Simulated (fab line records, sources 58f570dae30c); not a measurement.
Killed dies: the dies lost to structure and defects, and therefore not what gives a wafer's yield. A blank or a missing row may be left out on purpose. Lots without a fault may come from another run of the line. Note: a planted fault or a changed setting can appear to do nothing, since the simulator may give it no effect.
fab line records / flow berkeley_cmos170 / part 2 of 2: steps 26 to 34 of 34
record: lots: 5 wafers: 15 last_day: 12
route steps=331 shown GATE@143 PLDD@145 NLDD@158 SPACER@171 PSD@175
lots that met no fault: taken from a fault-free run of the same line
start_h: the number of hours between the record's first day and the start of the first shown wafer of the lot / wait_h: how many hours have passed since the lot's step before this one / " repeats the value in the row above / L1.1+2: several wafers, shown together as one row / - no value, or no start was given / * or withheld: withheld / < > ~ a bound
route shown NAME@n: names a module that has steps shown in the file, with the first one's number in the route / usual: mean/standard deviation of fault-free wafers / same: alike in all rows / chamber/n: place in a boat / sites: the reading at each site / _std_site: standard deviation across them / _edge_site: inner sites' mean taken away from outer sites' mean / radius_mm: for every site, how far away it sits from the centre of the wafer / mask NAME#n: copy n / behind: the last tool/chamber to shape the wafer / hold: reason for holding the lot/hours on hold/outcome of the hold / device: the n, p or np transistor that did not switch / end of line: the tests these same wafers got at the end of their route / for a step that has no rows: nothing shown but its recipe / killed: at the first sort, the dies lost to defects and structure; wafer yield is something else / map: a wafer's dies, x killed, . not, _ none there
set.NAME: the setting the step ran with; set.NAME@STEP: the setting that earlier step ran with / model.NAME: the simulator's own value behind a step, which no gauge read
lots seen at some steps along the route; tables by step, rows by wafer
services: the hour from which a tool's chamber was out of use, counted from the record's first day as start_h (under 0 if before that day), plus the number of hours and why
== steps ==
step: UCB170_NLDD_STRIP_10
recipe: chemistry: O2 power_w: 400 pressure_mtorr: 3500 platen_temp_c: withheld o2_flow_sccm: 400 overash_fraction: 0.5
usual: chamber_pressure_mTorr: 3500/3.4 drypump_motor_current_A: 5.7/0.61 oes_product_au: 0.734/0.0042 strip_time_to_endpoint_s: 21.67/0.055
same: overash_fraction: 0.5
lot.wafer=L076.4 tool=plasma_asher-03 chamber=1 start_h=159.17 wait_h=0.1 chamber_pressure_mTorr=3501 drypump_motor_current_A=5.5 oes_product_au=0.735 rf_hours_counter_h=- strip_time_to_endpoint_s=21.70
lot.wafer=L076.5 tool=plasma_asher-03 chamber=0 start_h=159.17 wait_h=0.1 chamber_pressure_mTorr=3499 drypump_motor_current_A=5.4 oes_product_au=0.739 rf_hours_counter_h=- strip_time_to_endpoint_s=21.70
lot.wafer=L076.6 tool=plasma_asher-03 chamber=1 start_h=159.17 wait_h=0.1 chamber_pressure_mTorr=3491 drypump_motor_current_A=5.5 oes_product_au=0.729 rf_hours_counter_h=- strip_time_to_endpoint_s=21.73
lot.wafer=L085.1 tool=plasma_asher-03 chamber=0 start_h=202.45 wait_h=0.1 chamber_pressure_mTorr=3496 drypump_motor_current_A=5.5 oes_product_au=0.727 rf_hours_counter_h=9 strip_time_to_endpoint_s=21.71
lot.wafer=L085.2 tool=plasma_asher-03 chamber=1 start_h=202.45 wait_h=0.1 chamber_pressure_mTorr=3500 drypump_motor_current_A=5.5 oes_product_au=0.739 rf_hours_counter_h=9 strip_time_to_endpoint_s=21.69
lot.wafer=L085.5 tool=plasma_asher-03 chamber=0 start_h=202.45 wait_h=0.1 chamber_pressure_mTorr=3501 drypump_motor_current_A=5.5 oes_product_au=0.737 rf_hours_counter_h=- strip_time_to_endpoint_s=21.64
lot.wafer=L088.1 tool=plasma_asher-03 chamber=0 start_h=227.54 wait_h=0.1 chamber_pressure_mTorr=3497 drypump_motor_current_A=5.4 oes_product_au=0.743 rf_hours_counter_h=12 strip_time_to_endpoint_s=21.65
lot.wafer=L088.2 tool=plasma_asher-03 chamber=1 start_h=227.54 wait_h=0.1 chamber_pressure_mTorr=3502 drypump_motor_current_A=5.5 oes_product_au=0.736 rf_hours_counter_h=12 strip_time_to_endpoint_s=21.65
lot.wafer=L088.4 tool=plasma_asher-03 chamber=0 start_h=227.54 wait_h=0.1 chamber_pressure_mTorr=3501 drypump_motor_current_A=5.4 oes_product_au=0.739 rf_hours_counter_h=- strip_time_to_endpoint_s=21.64
lot.wafer=L091.2 tool=plasma_asher-02 chamber=0 start_h=241.17 wait_h=0.1 chamber_pressure_mTorr=3501 drypump_motor_current_A=4.7 oes_product_au=0.736 rf_hours_counter_h=53 strip_time_to_endpoint_s=21.69
lot.wafer=L091.3 tool=plasma_asher-02 chamber=0 start_h=241.17 wait_h=0.1 chamber_pressure_mTorr=3500 drypump_motor_current_A=4.7 oes_product_au=0.724 rf_hours_counter_h=- strip_time_to_endpoint_s=21.57
lot.wafer=L091.5 tool=plasma_asher-02 chamber=0 start_h=241.17 wait_h=0.1 chamber_pressure_mTorr=3493 drypump_motor_current_A=4.7 oes_product_au=0.735 rf_hours_counter_h=- strip_time_to_endpoint_s=21.70
lot.wafer=L097.2 tool=plasma_asher-04 chamber=0 start_h=267.06 wait_h=0.1 chamber_pressure_mTorr=3504 drypump_motor_current_A=6.5 oes_product_au=0.733 rf_hours_counter_h=54 strip_time_to_endpoint_s=21.66
lot.wafer=L097.4 tool=plasma_asher-04 chamber=1 start_h=267.06 wait_h=0.1 chamber_pressure_mTorr=3501 drypump_motor_current_A=6.7 oes_product_au=0.733 rf_hours_counter_h=- strip_time_to_endpoint_s=21.66
lot.wafer=L097.5 tool=plasma_asher-04 chamber=0 start_h=267.06 wait_h=0.1 chamber_pressure_mTorr=3500 drypump_motor_current_A=6.5 oes_product_au=0.731 rf_hours_counter_h=- strip_time_to_endpoint_s=21.74
step: UCB170_NLDD_TW_MEAS_11
usual: NLDD_TW: 2220/21
lot.wafer=L076.4 tool=film_metro-03 chamber=- start_h=159.26 wait_h=0.1 NLDD_TW=2199
lot.wafer=L076.5 tool=film_metro-03 chamber=- start_h=159.26 wait_h=0.1 NLDD_TW=2204
lot.wafer=L076.6 tool=film_metro-03 chamber=- start_h=159.26 wait_h=0.1 NLDD_TW=2208
lot.wafer=L085.1 tool=film_metro-02 chamber=- start_h=202.55 wait_h=0.1 NLDD_TW=2198
lot.wafer=L085.2 tool=film_metro-02 chamber=- start_h=202.55 wait_h=0.1 NLDD_TW=2198
lot.wafer=L085.5 tool=film_metro-02 chamber=- start_h=202.55 wait_h=0.1 NLDD_TW=2202
lot.wafer=L088.1 tool=film_metro-03 chamber=- start_h=227.64 wait_h=0.1 NLDD_TW=2211
lot.wafer=L088.2 tool=film_metro-03 chamber=- start_h=227.64 wait_h=0.1 NLDD_TW=2213
lot.wafer=L088.4 tool=film_metro-03 chamber=- start_h=227.64 wait_h=0.1 NLDD_TW=2228
lot.wafer=L091.2 tool=film_metro-01 chamber=- start_h=241.28 wait_h=0.1 NLDD_TW=2258
lot.wafer=L091.3 tool=film_metro-01 chamber=- start_h=241.28 wait_h=0.1 NLDD_TW=2253
lot.wafer=L091.5 tool=film_metro-01 chamber=- start_h=241.28 wait_h=0.1 NLDD_TW=2237
lot.wafer=L097.2 tool=film_metro-02 chamber=- start_h=267.17 wait_h=0.1 NLDD_TW=2211
lot.wafer=L097.4 tool=film_metro-02 chamber=- start_h=267.17 wait_h=0.1 NLDD_TW=2194
lot.wafer=L097.5 tool=film_metro-02 chamber=- start_h=267.17 wait_h=0.1 NLDD_TW=2198
step: UCB170_NLDD_CLEAN_12
recipe: chemistry: SPM temp_c: 120 time_s: 600
lot.wafer=L076.4+5+6 tool=wet_bench-03 chamber=3 start_h=161.20 wait_h=1.9
lot.wafer=L085.1+2+5 tool=wet_bench-03 chamber=2 start_h=202.61 wait_h=0.1
lot.wafer=L088.1+2+4 tool=wet_bench-03 chamber=0 start_h=227.70 wait_h=0.1
lot.wafer=L091.2+3+5 tool=wet_bench-02 chamber=1 start_h=241.35 wait_h=0.1
lot.wafer=L097.2+4+5 tool=wet_bench-02 chamber=3 start_h=267.22 wait_h=0.0
step: UCB170_SPACER_CVD_00
recipe: material: SiO2 target_thk_nm: 376 temp_c: 390 precursor: TEOS/O2 time_s: 47 rf_w: 550 pressure_mtorr: 9000
usual: heater_power_w: 272/50
lot.wafer=L076.4 tool=pecvd-03 chamber=0 start_h=161.41 wait_h=0.0 heater_power_w=298
lot.wafer=L076.5 tool=pecvd-03 chamber=2 start_h=161.41 wait_h=0.0 heater_power_w=174
lot.wafer=L076.6 tool=pecvd-03 chamber=1 start_h=161.41 wait_h=0.0 heater_power_w=283
lot.wafer=L085.1 tool=pecvd-01 chamber=0 start_h=202.78 wait_h=0.0 heater_power_w=185
lot.wafer=L085.2 tool=pecvd-01 chamber=2 start_h=202.78 wait_h=0.0 heater_power_w=265
lot.wafer=L085.5 tool=pecvd-01 chamber=0 start_h=202.78 wait_h=0.0 heater_power_w=194
lot.wafer=L088.1 tool=pecvd-02 chamber=1 start_h=227.87 wait_h=0.0 heater_power_w=254
lot.wafer=L088.2 tool=pecvd-02 chamber=2 start_h=227.87 wait_h=0.0 heater_power_w=226
lot.wafer=L088.4 tool=pecvd-02 chamber=0 start_h=227.87 wait_h=0.0 heater_power_w=272
lot.wafer=L091.2 tool=pecvd-02 chamber=1 start_h=241.53 wait_h=0.0 heater_power_w=301
lot.wafer=L091.3 tool=pecvd-02 chamber=2 start_h=241.53 wait_h=0.0 heater_power_w=268
lot.wafer=L091.5 tool=pecvd-02 chamber=1 start_h=241.53 wait_h=0.0 heater_power_w=315
lot.wafer=L097.2 tool=pecvd-01 chamber=1 start_h=267.39 wait_h=0.0 heater_power_w=420
lot.wafer=L097.4 tool=pecvd-01 chamber=1 start_h=267.39 wait_h=0.0 heater_power_w=314
lot.wafer=L097.5 tool=pecvd-01 chamber=0 start_h=267.39 wait_h=0.0 heater_power_w=223
step: UCB170_SPACER_THK_MEAS_01
recipe: reads: SiO2_of_SPACER_CVD_00
usual: SPACER_TEOS_THK: 376/4.9
lot.wafer=L076.4 tool=film_metro-04 chamber=- start_h=161.46 wait_h=0.0 SPACER_TEOS_THK[nm]=380
lot.wafer=L076.5 tool=film_metro-04 chamber=- start_h=161.46 wait_h=0.0 SPACER_TEOS_THK[nm]=381
lot.wafer=L076.6 tool=film_metro-04 chamber=- start_h=161.46 wait_h=0.0 SPACER_TEOS_THK[nm]=386
lot.wafer=L085.1 tool=film_metro-03 chamber=- start_h=202.83 wait_h=0.0 SPACER_TEOS_THK[nm]=372
lot.wafer=L085.2 tool=film_metro-03 chamber=- start_h=202.83 wait_h=0.0 SPACER_TEOS_THK[nm]=376
lot.wafer=L085.5 tool=film_metro-03 chamber=- start_h=202.83 wait_h=0.0 SPACER_TEOS_THK[nm]=375
lot.wafer=L088.1 tool=film_metro-04 chamber=- start_h=227.91 wait_h=0.0 SPACER_TEOS_THK[nm]=370
lot.wafer=L088.2 tool=film_metro-04 chamber=- start_h=227.91 wait_h=0.0 SPACER_TEOS_THK[nm]=376
lot.wafer=L088.4 tool=film_metro-04 chamber=- start_h=227.91 wait_h=0.0 SPACER_TEOS_THK[nm]=384
lot.wafer=L091.2 tool=film_metro-02 chamber=- start_h=241.58 wait_h=0.0 SPACER_TEOS_THK[nm]=371
lot.wafer=L091.3 tool=film_metro-02 chamber=- start_h=241.58 wait_h=0.0 SPACER_TEOS_THK[nm]=377
lot.wafer=L091.5 tool=film_metro-02 chamber=- start_h=241.58 wait_h=0.0 SPACER_TEOS_THK[nm]=379
lot.wafer=L097.2 tool=film_metro-04 chamber=- start_h=267.45 wait_h=0.0 SPACER_TEOS_THK[nm]=372
lot.wafer=L097.4 tool=film_metro-04 chamber=- start_h=267.45 wait_h=0.0 SPACER_TEOS_THK[nm]=378
lot.wafer=L097.5 tool=film_metro-04 chamber=- start_h=267.45 wait_h=0.0 SPACER_TEOS_THK[nm]=374
step: UCB170_SPACER_ANNEAL_02
recipe: temp_c: 900 time_s: 1800 ambient: N2
usual: spike_tc_load_C: 929.2/1.2 tube_center_temp_C_max: 902.3/0.34
lot.wafer=L076.4 tool=furnace-01 chamber=0 start_h=162.24 wait_h=0.8 spike_tc_load_C=930.0 tube_center_temp_C_max=902.8
lot.wafer=L076.5 tool=furnace-01 chamber=0 start_h=162.24 wait_h=0.8 spike_tc_load_C=930.0 tube_center_temp_C_max=902.6
lot.wafer=L076.6 tool=furnace-01 chamber=0 start_h=162.24 wait_h=0.8 spike_tc_load_C=931.0 tube_center_temp_C_max=902.6
lot.wafer=L085.1 tool=furnace-01 chamber=0 start_h=204.54 wait_h=1.7 spike_tc_load_C=928.5 tube_center_temp_C_max=902.1
lot.wafer=L085.2 tool=furnace-01 chamber=0 start_h=204.54 wait_h=1.7 spike_tc_load_C=929.5 tube_center_temp_C_max=902.9
lot.wafer=L085.5 tool=furnace-01 chamber=0 start_h=204.54 wait_h=1.7 spike_tc_load_C=929.3 tube_center_temp_C_max=902.1
lot.wafer=L088.1 tool=furnace-02 chamber=0 start_h=232.28 wait_h=4.4 spike_tc_load_C=929.6 tube_center_temp_C_max=902.0
lot.wafer=L088.2 tool=furnace-02 chamber=0 start_h=232.28 wait_h=4.4 spike_tc_load_C=929.1 tube_center_temp_C_max=902.3
lot.wafer=L088.4 tool=furnace-02 chamber=0 start_h=232.28 wait_h=4.4 spike_tc_load_C=928.2 tube_center_temp_C_max=902.5
lot.wafer=L091.2 tool=furnace-02 chamber=0 start_h=247.13 wait_h=5.5 spike_tc_load_C=926.3 tube_center_temp_C_max=902.2
lot.wafer=L091.3 tool=furnace-02 chamber=0 start_h=247.13 wait_h=5.5 spike_tc_load_C=926.6 tube_center_temp_C_max=901.7
lot.wafer=L091.5 tool=furnace-02 chamber=0 start_h=247.13 wait_h=5.5 spike_tc_load_C=928.6 tube_center_temp_C_max=902.2
lot.wafer=L097.2 tool=furnace-02 chamber=0 start_h=271.50 wait_h=4.0 spike_tc_load_C=929.1 tube_center_temp_C_max=903.2
lot.wafer=L097.4 tool=furnace-02 chamber=0 start_h=271.50 wait_h=4.0 spike_tc_load_C=929.6 tube_center_temp_C_max=902.6
lot.wafer=L097.5 tool=furnace-02 chamber=0 start_h=271.50 wait_h=4.0 spike_tc_load_C=928.0 tube_center_temp_C_max=902.9
step: UCB170_SPACER_ETCHBACK_03
recipe: stop_on: Si target: SiO2 chemistry: CHF3/CF4/Ar CHF3_flow_sccm: 50 cf4_flow_sccm: 10 Ar_flow_sccm: 120 pressure_mtorr: 200 rf_w: 500 target_depth_a: 3760 time_s: 100
usual: cf4_flow_sccm: 9.994/0.029 chamber_pressure_mTorr: 200.00/0.18 drypump_motor_current_A: 5.75/0.22 oes_product_au: 0.894/0.019 throttle_valve_pct: 6.52/0.11
lot.wafer=L076.4 tool=rie_diel-02 chamber=0 start_h=163.74 wait_h=0.0 cf4_flow_sccm=9.960 chamber_pressure_mTorr=199.97 drypump_motor_current_A=5.84 oes_product_au=0.896 rf_hours_counter_h=72 throttle_valve_pct=6.62
lot.wafer=L076.5 tool=rie_diel-02 chamber=0 start_h=163.74 wait_h=0.0 cf4_flow_sccm=9.967 chamber_pressure_mTorr=200.06 drypump_motor_current_A=5.81 oes_product_au=0.884 rf_hours_counter_h=- throttle_valve_pct=6.63
lot.wafer=L076.6 tool=rie_diel-02 chamber=1 start_h=163.74 wait_h=0.0 cf4_flow_sccm=9.986 chamber_pressure_mTorr=199.97 drypump_motor_current_A=5.73 oes_product_au=0.944 rf_hours_counter_h=- throttle_valve_pct=6.47
lot.wafer=L085.1 tool=rie_diel-03 chamber=2 start_h=206.19 wait_h=0.1 cf4_flow_sccm=9.996 chamber_pressure_mTorr=199.99 drypump_motor_current_A=5.83 oes_product_au=0.874 rf_hours_counter_h=11 throttle_valve_pct=6.69
lot.wafer=L085.2 tool=rie_diel-03 chamber=3 start_h=206.19 wait_h=0.1 cf4_flow_sccm=9.999 chamber_pressure_mTorr=199.67 drypump_motor_current_A=6.09 oes_product_au=0.887 rf_hours_counter_h=110 throttle_valve_pct=6.41
lot.wafer=L085.5 tool=rie_diel-03 chamber=0 start_h=206.19 wait_h=0.1 cf4_flow_sccm=9.970 chamber_pressure_mTorr=199.71 drypump_motor_current_A=5.59 oes_product_au=0.878 rf_hours_counter_h=- throttle_valve_pct=6.50
lot.wafer=L088.1 tool=rie_diel-04 chamber=1 start_h=233.78 wait_h=0.0 cf4_flow_sccm=9.991 chamber_pressure_mTorr=200.23 drypump_motor_current_A=6.08 oes_product_au=0.870 rf_hours_counter_h=46 throttle_valve_pct=6.32
lot.wafer=L088.2 tool=rie_diel-04 chamber=3 start_h=233.78 wait_h=0.0 cf4_flow_sccm=9.959 chamber_pressure_mTorr=200.06 drypump_motor_current_A=5.93 oes_product_au=0.874 rf_hours_counter_h=19 throttle_valve_pct=6.60
lot.wafer=L088.4 tool=rie_diel-04 chamber=1 start_h=233.78 wait_h=0.0 cf4_flow_sccm=10.041 chamber_pressure_mTorr=199.99 drypump_motor_current_A=6.08 oes_product_au=0.902 rf_hours_counter_h=- throttle_valve_pct=6.35
lot.wafer=L091.2 tool=rie_diel-04 chamber=2 start_h=248.63 wait_h=0.0 cf4_flow_sccm=9.965 chamber_pressure_mTorr=200.15 drypump_motor_current_A=5.64 oes_product_au=0.906 rf_hours_counter_h=102 throttle_valve_pct=6.47
lot.wafer=L091.3 tool=rie_diel-04 chamber=1 start_h=248.63 wait_h=0.0 cf4_flow_sccm=9.989 chamber_pressure_mTorr=200.15 drypump_motor_current_A=6.10 oes_product_au=0.891 rf_hours_counter_h=47 throttle_valve_pct=6.34
lot.wafer=L091.5 tool=rie_diel-04 chamber=0 start_h=248.63 wait_h=0.0 cf4_flow_sccm=10.005 chamber_pressure_mTorr=199.85 drypump_motor_current_A=5.74 oes_product_au=0.928 rf_hours_counter_h=- throttle_valve_pct=6.65
lot.wafer=L097.2 tool=rie_diel-04 chamber=2 start_h=273.00 wait_h=0.0 cf4_flow_sccm=9.980 chamber_pressure_mTorr=199.73 drypump_motor_current_A=5.62 oes_product_au=0.912 rf_hours_counter_h=103 throttle_valve_pct=6.46
lot.wafer=L097.4 tool=rie_diel-04 chamber=1 start_h=273.00 wait_h=0.0 cf4_flow_sccm=10.004 chamber_pressure_mTorr=200.02 drypump_motor_current_A=6.06 oes_product_au=0.881 rf_hours_counter_h=48 throttle_valve_pct=6.33
lot.wafer=L097.5 tool=rie_diel-04 chamber=3 start_h=273.00 wait_h=0.0 cf4_flow_sccm=10.005 chamber_pressure_mTorr=200.13 drypump_motor_current_A=5.95 oes_product_au=0.875 rf_hours_counter_h=- throttle_valve_pct=6.61
step: UCB170_PSD_HMDS_00
recipe: prime_time_s: 60 prime_temp_c: 100
usual: chill_plate_temp_C: 23.00/0.11
same: prime_time_s: 60
lot.wafer=L076.4 tool=litho_track-02 chamber=0 start_h=163.97 wait_h=0.2 chill_plate_temp_C=22.94
lot.wafer=L076.5 tool=litho_track-02 chamber=0 start_h=163.97 wait_h=0.2 chill_plate_temp_C=22.95
lot.wafer=L076.6 tool=litho_track-02 chamber=0 start_h=163.97 wait_h=0.2 chill_plate_temp_C=23.13
lot.wafer=L085.1 tool=litho_track-03 chamber=0 start_h=207.02 wait_h=0.8 chill_plate_temp_C=23.03
lot.wafer=L085.2 tool=litho_track-03 chamber=0 start_h=207.02 wait_h=0.8 chill_plate_temp_C=22.95
lot.wafer=L085.5 tool=litho_track-03 chamber=0 start_h=207.02 wait_h=0.8 chill_plate_temp_C=23.22
lot.wafer=L088.1 tool=litho_track-03 chamber=0 start_h=234.56 wait_h=0.7 chill_plate_temp_C=23.08
lot.wafer=L088.2 tool=litho_track-03 chamber=0 start_h=234.56 wait_h=0.7 chill_plate_temp_C=23.04
lot.wafer=L088.4 tool=litho_track-03 chamber=0 start_h=234.56 wait_h=0.7 chill_plate_temp_C=23.10
lot.wafer=L091.2 tool=litho_track-01 chamber=0 start_h=248.73 wait_h=0.1 chill_plate_temp_C=23.17
lot.wafer=L091.3 tool=litho_track-01 chamber=0 start_h=248.73 wait_h=0.1 chill_plate_temp_C=22.95
lot.wafer=L091.5 tool=litho_track-01 chamber=0 start_h=248.73 wait_h=0.1 chill_plate_temp_C=22.88
lot.wafer=L097.2 tool=litho_track-03 chamber=0 start_h=273.19 wait_h=0.2 chill_plate_temp_C=22.99
lot.wafer=L097.4 tool=litho_track-03 chamber=0 start_h=273.19 wait_h=0.2 chill_plate_temp_C=22.92
lot.wafer=L097.5 tool=litho_track-03 chamber=0 start_h=273.19 wait_h=0.2 chill_plate_temp_C=23.15
step: UCB170_PSD_COAT_01
recipe: resist: KrF spin_rpm: 1500 resist_thk_nm: 900
usual: chill_plate_temp_C: 23.00/0.11
lot.wafer=L076.4 tool=litho_track-02 chamber=0 start_h=164.12 wait_h=0.1 chill_plate_temp_C=22.85
lot.wafer=L076.5 tool=litho_track-02 chamber=0 start_h=164.12 wait_h=0.1 chill_plate_temp_C=22.93
lot.wafer=L076.6 tool=litho_track-02 chamber=0 start_h=164.12 wait_h=0.1 chill_plate_temp_C=23.04
lot.wafer=L085.1 tool=litho_track-03 chamber=0 start_h=207.17 wait_h=0.1 chill_plate_temp_C=22.90
lot.wafer=L085.2 tool=litho_track-03 chamber=0 start_h=207.17 wait_h=0.1 chill_plate_temp_C=23.15
lot.wafer=L085.5 tool=litho_track-03 chamber=0 start_h=207.17 wait_h=0.1 chill_plate_temp_C=23.06
lot.wafer=L088.1 tool=litho_track-03 chamber=0 start_h=234.71 wait_h=0.1 chill_plate_temp_C=23.21
lot.wafer=L088.2 tool=litho_track-03 chamber=0 start_h=234.71 wait_h=0.1 chill_plate_temp_C=22.97
lot.wafer=L088.4 tool=litho_track-03 chamber=0 start_h=234.71 wait_h=0.1 chill_plate_temp_C=23.17
lot.wafer=L091.2 tool=litho_track-01 chamber=0 start_h=248.88 wait_h=0.1 chill_plate_temp_C=23.00
lot.wafer=L091.3 tool=litho_track-01 chamber=0 start_h=248.88 wait_h=0.1 chill_plate_temp_C=23.02
lot.wafer=L091.5 tool=litho_track-01 chamber=0 start_h=248.88 wait_h=0.1 chill_plate_temp_C=22.99
lot.wafer=L097.2 tool=litho_track-03 chamber=0 start_h=273.34 wait_h=0.1 chill_plate_temp_C=23.02
lot.wafer=L097.4 tool=litho_track-03 chamber=0 start_h=273.34 wait_h=0.1 chill_plate_temp_C=23.02
lot.wafer=L097.5 tool=litho_track-03 chamber=0 start_h=273.34 wait_h=0.1 chill_plate_temp_C=23.07
== services ==
tool=implanter-03 chamber=- start_h=130.91 hours=2.7 kind=repair
tool=pecvd-02 chamber=- start_h=135.50 hours=14.0 kind=pm
tool=rie_diel-04 chamber=- start_h=139.99 hours=2.1 kind=repair
tool=krf_scanner-02 chamber=- start_h=141.67 hours=4.4 kind=pm
tool=krf_scanner-01 chamber=- start_h=146.04 hours=1.3 kind=pm
tool=pecvd-01 chamber=- start_h=148.80 hours=21.4 kind=repair
tool=plasma_asher-03 chamber=- start_h=154.15 hours=3.3 kind=repair
tool=plasma_asher-03 chamber=- start_h=162.80 hours=0.8 kind=repair
tool=pecvd-01 chamber=- start_h=170.16 hours=14.6 kind=pm
tool=furnace-01 chamber=- start_h=172.64 hours=8.9 kind=repair
tool=furnace-02 chamber=- start_h=190.27 hours=15.7 kind=pm
tool=plasma_asher-04 chamber=- start_h=202.83 hours=3.1 kind=repair
tool=krf_scanner-02 chamber=- start_h=204.83 hours=1.0 kind=pm
tool=krf_scanner-02 chamber=- start_h=206.48 hours=1.3 kind=pm
tool=krf_scanner-01 chamber=- start_h=209.22 hours=0.3 kind=repair
tool=krf_scanner-01 chamber=- start_h=213.49 hours=0.8 kind=pm
tool=implanter-03 chamber=- start_h=224.12 hours=0.6 kind=repair
tool=rie_diel-04 chamber=2 start_h=228.82 hours=8.6 kind=repair
tool=implanter-03 chamber=- start_h=235.51 hours=2.1 kind=repair
tool=plasma_asher-04 chamber=- start_h=238.91 hours=6.1 kind=repair
tool=pecvd-01 chamber=- start_h=242.50 hours=14.0 kind=pm
tool=furnace-01 chamber=- start_h=260.79 hours=3.1 kind=pm
tool=krf_scanner-01 chamber=- start_h=269.32 hours=4.0 kind=pm
tool=implanter-01 chamber=- start_h=272.86 hours=4.6 kind=repair
